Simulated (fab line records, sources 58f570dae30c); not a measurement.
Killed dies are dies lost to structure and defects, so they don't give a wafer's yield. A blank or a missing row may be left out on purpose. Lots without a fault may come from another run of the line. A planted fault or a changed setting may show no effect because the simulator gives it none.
A sampling plan put to the test | flow berkeley_cmos170 | one fab line, 35 faults that these records tell of, each judged on the records of the lots that it struck
The plan is the line's own looks: the steps of the route at which a gauge or an inspection reads the wafer and doesn't change it. A look can be judged if struck wafers have a number there and the file gives its usual mean and standard deviation on fault-free wafers. Caught: at a look after the fault's first step, the mean of the struck wafers lies 4 or more of those standard deviations (sigma) from the usual mean. On the tool: the same test on the tool's own readings at the fault's steps. Another recipe on the struck wafers, or a record that is blank for them alone, also counts as caught.

THE FAULTS, as the simulator had put them in
1. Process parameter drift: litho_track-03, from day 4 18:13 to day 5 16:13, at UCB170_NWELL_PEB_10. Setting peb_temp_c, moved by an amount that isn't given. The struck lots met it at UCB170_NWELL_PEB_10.
2. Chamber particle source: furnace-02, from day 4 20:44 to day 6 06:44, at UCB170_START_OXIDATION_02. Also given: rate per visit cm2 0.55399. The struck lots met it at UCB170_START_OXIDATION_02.
3. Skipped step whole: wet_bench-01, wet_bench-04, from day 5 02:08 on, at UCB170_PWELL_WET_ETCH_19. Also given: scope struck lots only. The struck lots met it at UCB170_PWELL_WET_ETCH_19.
4. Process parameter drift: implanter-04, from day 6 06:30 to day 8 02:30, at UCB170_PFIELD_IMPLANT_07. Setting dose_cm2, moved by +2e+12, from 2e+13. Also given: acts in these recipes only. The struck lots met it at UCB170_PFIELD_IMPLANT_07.
5. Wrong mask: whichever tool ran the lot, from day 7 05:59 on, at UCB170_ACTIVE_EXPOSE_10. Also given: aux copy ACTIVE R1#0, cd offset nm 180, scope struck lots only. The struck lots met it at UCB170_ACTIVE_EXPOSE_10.
6. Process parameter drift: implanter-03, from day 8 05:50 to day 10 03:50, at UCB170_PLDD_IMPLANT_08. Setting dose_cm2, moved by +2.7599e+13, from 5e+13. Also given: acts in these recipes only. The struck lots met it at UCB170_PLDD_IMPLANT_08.
7. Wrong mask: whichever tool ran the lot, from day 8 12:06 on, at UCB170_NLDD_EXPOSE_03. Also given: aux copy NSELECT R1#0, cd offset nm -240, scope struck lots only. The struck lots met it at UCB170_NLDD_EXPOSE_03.
8. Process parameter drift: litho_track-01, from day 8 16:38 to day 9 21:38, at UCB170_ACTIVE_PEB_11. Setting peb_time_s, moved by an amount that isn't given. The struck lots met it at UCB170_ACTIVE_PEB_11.
9. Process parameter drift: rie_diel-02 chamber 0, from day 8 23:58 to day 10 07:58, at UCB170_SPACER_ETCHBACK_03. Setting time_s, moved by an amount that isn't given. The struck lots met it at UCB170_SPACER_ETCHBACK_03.
10. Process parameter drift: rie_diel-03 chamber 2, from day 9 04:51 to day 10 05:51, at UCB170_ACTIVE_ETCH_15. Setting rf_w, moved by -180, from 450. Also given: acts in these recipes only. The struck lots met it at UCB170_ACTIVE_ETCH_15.
11. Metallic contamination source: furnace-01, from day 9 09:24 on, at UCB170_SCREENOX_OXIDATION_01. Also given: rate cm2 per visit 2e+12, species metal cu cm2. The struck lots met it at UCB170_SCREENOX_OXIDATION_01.
12. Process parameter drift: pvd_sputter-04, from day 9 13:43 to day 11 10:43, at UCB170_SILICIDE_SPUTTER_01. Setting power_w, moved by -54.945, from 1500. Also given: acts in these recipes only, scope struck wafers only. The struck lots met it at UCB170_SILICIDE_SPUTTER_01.
13. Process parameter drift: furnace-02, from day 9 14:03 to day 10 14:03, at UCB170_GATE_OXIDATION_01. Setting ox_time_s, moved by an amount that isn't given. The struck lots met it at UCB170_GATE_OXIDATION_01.
14. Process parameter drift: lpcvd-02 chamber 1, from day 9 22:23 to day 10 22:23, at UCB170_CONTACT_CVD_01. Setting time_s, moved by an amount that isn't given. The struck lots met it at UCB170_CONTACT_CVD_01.
15. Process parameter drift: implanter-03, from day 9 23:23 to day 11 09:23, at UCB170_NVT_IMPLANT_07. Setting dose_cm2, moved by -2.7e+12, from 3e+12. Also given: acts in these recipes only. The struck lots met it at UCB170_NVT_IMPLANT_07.
16. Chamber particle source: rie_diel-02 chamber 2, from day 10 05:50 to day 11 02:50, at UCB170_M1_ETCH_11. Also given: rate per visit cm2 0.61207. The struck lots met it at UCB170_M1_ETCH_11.
17. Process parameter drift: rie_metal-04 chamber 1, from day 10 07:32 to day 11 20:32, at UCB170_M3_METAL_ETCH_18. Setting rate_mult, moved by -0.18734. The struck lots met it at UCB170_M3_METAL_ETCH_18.
18. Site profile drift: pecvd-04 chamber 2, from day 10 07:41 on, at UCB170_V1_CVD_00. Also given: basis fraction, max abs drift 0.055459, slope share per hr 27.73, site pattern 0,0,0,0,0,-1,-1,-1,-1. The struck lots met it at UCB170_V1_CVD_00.
19. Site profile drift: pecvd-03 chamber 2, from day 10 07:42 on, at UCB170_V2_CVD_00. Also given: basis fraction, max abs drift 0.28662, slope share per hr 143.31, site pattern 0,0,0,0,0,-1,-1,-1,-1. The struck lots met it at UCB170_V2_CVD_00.
20. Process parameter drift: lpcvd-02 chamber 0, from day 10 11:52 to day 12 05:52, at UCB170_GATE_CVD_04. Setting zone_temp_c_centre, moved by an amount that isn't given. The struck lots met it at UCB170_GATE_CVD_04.
21. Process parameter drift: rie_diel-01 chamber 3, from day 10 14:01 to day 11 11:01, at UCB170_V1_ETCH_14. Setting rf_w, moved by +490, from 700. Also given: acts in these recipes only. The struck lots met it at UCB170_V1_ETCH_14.
22. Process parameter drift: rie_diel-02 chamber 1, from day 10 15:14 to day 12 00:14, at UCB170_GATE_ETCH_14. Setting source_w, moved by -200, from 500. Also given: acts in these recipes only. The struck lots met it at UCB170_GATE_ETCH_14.
23. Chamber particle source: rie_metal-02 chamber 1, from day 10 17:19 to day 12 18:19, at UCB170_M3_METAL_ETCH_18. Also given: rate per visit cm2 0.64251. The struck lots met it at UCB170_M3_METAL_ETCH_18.
24. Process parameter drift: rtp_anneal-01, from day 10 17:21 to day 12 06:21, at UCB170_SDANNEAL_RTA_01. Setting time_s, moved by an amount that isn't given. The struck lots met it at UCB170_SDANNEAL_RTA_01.
25. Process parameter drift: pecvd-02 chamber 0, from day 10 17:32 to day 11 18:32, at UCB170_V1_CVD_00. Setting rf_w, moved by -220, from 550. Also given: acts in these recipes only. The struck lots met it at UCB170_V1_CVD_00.
26. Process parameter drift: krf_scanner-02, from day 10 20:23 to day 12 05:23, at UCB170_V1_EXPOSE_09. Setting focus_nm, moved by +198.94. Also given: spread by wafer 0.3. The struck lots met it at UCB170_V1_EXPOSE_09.
27. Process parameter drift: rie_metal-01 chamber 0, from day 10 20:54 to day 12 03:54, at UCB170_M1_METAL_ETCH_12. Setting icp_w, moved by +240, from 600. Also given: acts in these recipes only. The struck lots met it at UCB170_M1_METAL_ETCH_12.
28. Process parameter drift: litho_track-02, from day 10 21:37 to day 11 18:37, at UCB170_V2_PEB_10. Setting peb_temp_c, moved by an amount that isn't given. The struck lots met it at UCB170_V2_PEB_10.
29. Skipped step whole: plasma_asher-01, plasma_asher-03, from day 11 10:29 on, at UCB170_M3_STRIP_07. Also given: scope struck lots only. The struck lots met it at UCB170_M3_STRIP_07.
30. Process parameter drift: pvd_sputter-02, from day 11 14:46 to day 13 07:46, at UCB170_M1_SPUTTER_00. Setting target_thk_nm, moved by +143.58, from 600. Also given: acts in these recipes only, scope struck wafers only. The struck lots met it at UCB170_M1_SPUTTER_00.
31. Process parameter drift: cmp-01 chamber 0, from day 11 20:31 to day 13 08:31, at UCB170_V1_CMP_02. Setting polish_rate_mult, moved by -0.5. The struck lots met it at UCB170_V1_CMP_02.
32. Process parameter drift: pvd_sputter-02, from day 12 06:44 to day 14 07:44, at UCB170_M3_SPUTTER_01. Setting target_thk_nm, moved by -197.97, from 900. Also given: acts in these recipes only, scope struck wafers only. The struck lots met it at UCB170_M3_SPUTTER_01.
33. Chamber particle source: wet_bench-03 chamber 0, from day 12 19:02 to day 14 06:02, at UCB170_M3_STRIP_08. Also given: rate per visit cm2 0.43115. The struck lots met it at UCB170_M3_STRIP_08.
34. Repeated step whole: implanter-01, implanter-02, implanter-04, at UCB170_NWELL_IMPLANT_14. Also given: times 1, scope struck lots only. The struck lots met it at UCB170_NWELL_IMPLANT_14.
35. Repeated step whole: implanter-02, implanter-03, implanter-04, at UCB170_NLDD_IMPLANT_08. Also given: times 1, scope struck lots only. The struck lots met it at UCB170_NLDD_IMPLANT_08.

WHAT THE PLAN SAW
fault | on the tool itself                               | first look that catches it                      | reading, sigma                                                | median hours from its first step to that look | hours from the fault's start to the first struck lot there | judged looks passed uncaught
1     | heater_power_total_W -99 or beyond sigma         | not the one look that can be judged after it    | -                                                             | -                                             | -                                                          | 1
2     | under 2 sigma                                    | none of the 3 looks that can be judged after it | -                                                             | -                                             | -                                                          | 3
3     | the tool's record is blank for the struck wafers | no look after it can be judged                  | -                                                             | -                                             | -                                                          | 0
4     | dose_ions_cm2 +99 or beyond sigma                | UCB170_PFIELD_TW_MEAS_09                        | PFIELD_TW +5.7                                                | 0.2                                           | 7                                                          | 0
5     | under 2 sigma                                    | UCB170_ACTIVE_CD_MEAS_13                        | cd_nm +99 or beyond                                           | 0.4                                           | 1                                                          | 0
6     | dose_ions_cm2 +99 or beyond sigma                | UCB170_PLDD_TW_MEAS_11                          | PLDD_TW +11                                                   | 0.4                                           | 5                                                          | 0
7     | no reading that can be judged                    | UCB170_NLDD_CD_MEAS_06                          | cd_nm -99 or beyond                                           | 0.4                                           | 1                                                          | 0
8     | heater_power_total_W +99 or beyond sigma         | UCB170_ACTIVE_CD_MEAS_13                        | cd_nm +37                                                     | 0.3                                           | 0                                                          | 0
9     | run_length_s -39 sigma                           | no look after it can be judged                  | -                                                             | -                                             | -                                                          | 0
10    | rf_fwd_power_W -99 or beyond sigma               | no look after it can be judged                  | -                                                             | -                                             | -                                                          | 0
11    | under 2 sigma                                    | none of the 7 looks that can be judged after it | -                                                             | -                                             | -                                                          | 7
12    | cathode_dc_power_W -99 or beyond sigma           | none of the 3 looks that can be judged after it | strongest: SILICIDE_TI_RS at UCB170_SILICIDE_RS_MEAS_02, +3.0 | -                                             | -                                                          | 3
13    | under 2 sigma                                    | UCB170_GATE_THK_MEAS_02                         | GATE_OXIDE_THK +19                                            | 1.5                                           | 6                                                          | 0
14    | under 2 sigma                                    | UCB170_CONTACT_THK_MEAS_02                      | CONTACT_PSG_THK +12                                           | 1.8                                           | 7                                                          | 0
15    | dose_ions_cm2 -99 or beyond sigma                | UCB170_NVT_TW_MEAS_09                           | NVT_TW -86                                                    | 0.2                                           | 11                                                         | 0
16    | under 2 sigma                                    | not the one look that can be judged after it    | -                                                             | -                                             | -                                                          | 1
17    | under 2 sigma                                    | no look after it can be judged                  | -                                                             | -                                             | -                                                          | 0
18    | under 2 sigma                                    | UCB170_V1_THK_MEAS_04                           | V1_POLISHED_THK -36                                           | 0.6                                           | 5                                                          | 0
19    | under 2 sigma                                    | UCB170_V2_THK_MEAS_01                           | V2_TEOS_THK -9.0                                              | 0.2                                           | 3                                                          | 0
20    | spike_tc_centre_C +11 sigma                      | UCB170_GATE_THK_MEAS_05                         | GATE_POLY_THK +11                                             | 1.4                                           | 12                                                         | 0
21    | rf_fwd_power_W +99 or beyond sigma               | UCB170_V1_CD_MEAS_90                            | cd_nm +6.5                                                    | 0.3                                           | 13                                                         | 0
22    | rf_fwd_power_W -83 sigma                         | none of the 3 looks that can be judged after it | strongest: cd_nm at UCB170_GATE_CD_MEAS_90, +3.4              | -                                             | -                                                          | 3
23    | under 2 sigma                                    | no look after it can be judged                  | -                                                             | -                                             | -                                                          | 0
24    | under 2 sigma                                    | UCB170_SDANNEAL_RS_MEAS_02                      | PSD_RS -19                                                    | 0.1                                           | 4                                                          | 0
25    | rf_fwd_power_W -99 or beyond sigma               | UCB170_V1_THK_MEAS_01                           | V1_TEOS_THK -11                                               | 0.2                                           | 7                                                          | 0
26    | exposure_dose_mJ_cm2 -4.3 sigma                  | none of the 2 looks that can be judged after it | strongest: cd_nm at UCB170_V1_CD_MEAS_12, +2.2                | -                                             | -                                                          | 2
27    | rf_fwd_power_W +99 or beyond sigma               | UCB170_M1_CD_MEAS_90                            | cd_nm -5.0                                                    | 0.2                                           | 11                                                         | 0
28    | heater_power_total_W +89 sigma                   | UCB170_V2_CD_MEAS_12                            | cd_nm +26                                                     | 0.3                                           | 1                                                          | 0
29    | no reading that can be judged                    | no look after it can be judged                  | -                                                             | -                                             | -                                                          | 0
30    | under 2 sigma                                    | UCB170_M1_RS_MEAS_01                            | M1_AL_RS -17                                                  | 0.1                                           | 11                                                         | 0
31    | under 2 sigma                                    | UCB170_V1_THK_MEAS_04                           | V1_POLISHED_THK +99 or beyond                                 | 0.4                                           | 10                                                         | 1
32    | under 2 sigma                                    | UCB170_M3_RS_MEAS_02                            | M3_AL_RS +25                                                  | 0.1                                           | 38                                                         | 0
33    | no reading that can be judged                    | no look after it can be judged                  | -                                                             | -                                             | -                                                          | 0
34    | no reading that can be judged                    | UCB170_NWELL_TW_MEAS_16                         | NWELL_TW +39                                                  | 0.6                                           | -                                                          | 0
35    | under 2 sigma                                    | UCB170_NLDD_TW_MEAS_11                          | NLDD_TW +11                                                   | 0.8                                           | -                                                          | 0
A dash: the fault isn't caught, or these records don't give the number.

Caught at a look: 21 of 35. Caught on the tool: 16 of 35. By one or the other: 28 of 35.
Caught on the tool alone: faults 1, 3, 9, 10, 12, 22, 26.
Caught at a look alone: faults 5, 7, 13, 14, 18, 19, 24, 30, 31, 32, 34, 35.
Caught by neither: faults 2, 11, 16, 17, 23, 29, 33.

THINNER SAMPLING
If the look that catches a fault measured only every second or every third lot, by lot number, the first struck lot would be measured this late in the worst case:
fault | struck lots at that look, in order of time | every lot | every second lot | every third lot
4     | L864, L867                                 | 7 h       | 29 h             | may miss all 2
5     | L228                                       | 1 h       | may miss it      | may miss it
6     | L942, L947                                 | 5 h       | 30 h             | may miss all 2
7     | L556                                       | 1 h       | may miss it      | may miss it
8     | L845, L847                                 | 0 h       | may miss all 2   | may miss all 2
13    | L608, L609                                 | 6 h       | 6 h              | may miss all 2
14    | L359, L360                                 | 7 h       | 18 h             | may miss all 2
15    | L566, L567                                 | 11 h      | 11 h             | may miss all 2
18    | L449                                       | 5 h       | may miss it      | may miss it
19    | L935, L936, L938, L941                     | 3 h       | 14 h             | may miss all 4
20    | L629, L631                                 | 12 h      | may miss all 2   | may miss all 2
21    | L633                                       | 13 h      | may miss it      | may miss it
24    | L557, L561, L558                           | 4 h       | 27 h             | may miss all 3
25    | L990                                       | 7 h       | may miss it      | may miss it
27    | L179, L182, L181                           | 11 h      | 29 h             | may miss all 3
28    | L514, L517                                 | 1 h       | 11 h             | may miss all 2
30    | L112                                       | 11 h      | may miss it      | may miss it
31    | L661, L662                                 | 10 h      | 10 h             | may miss all 2
32    | L377                                       | 38 h      | may miss it      | may miss it
Hours are from the fault's start to the first struck lot that is measured. The limit of 4 sigma was tested on all struck wafers together, so one lot alone may lie under it. Other struck lots may not be in these records.

THE LONGEST TIMED WAY FROM STEP TO LOOK
Fault 14: a median of 1.8 hours passes between UCB170_CONTACT_CVD_01 and UCB170_CONTACT_THK_MEAS_02. No look between them can be judged.
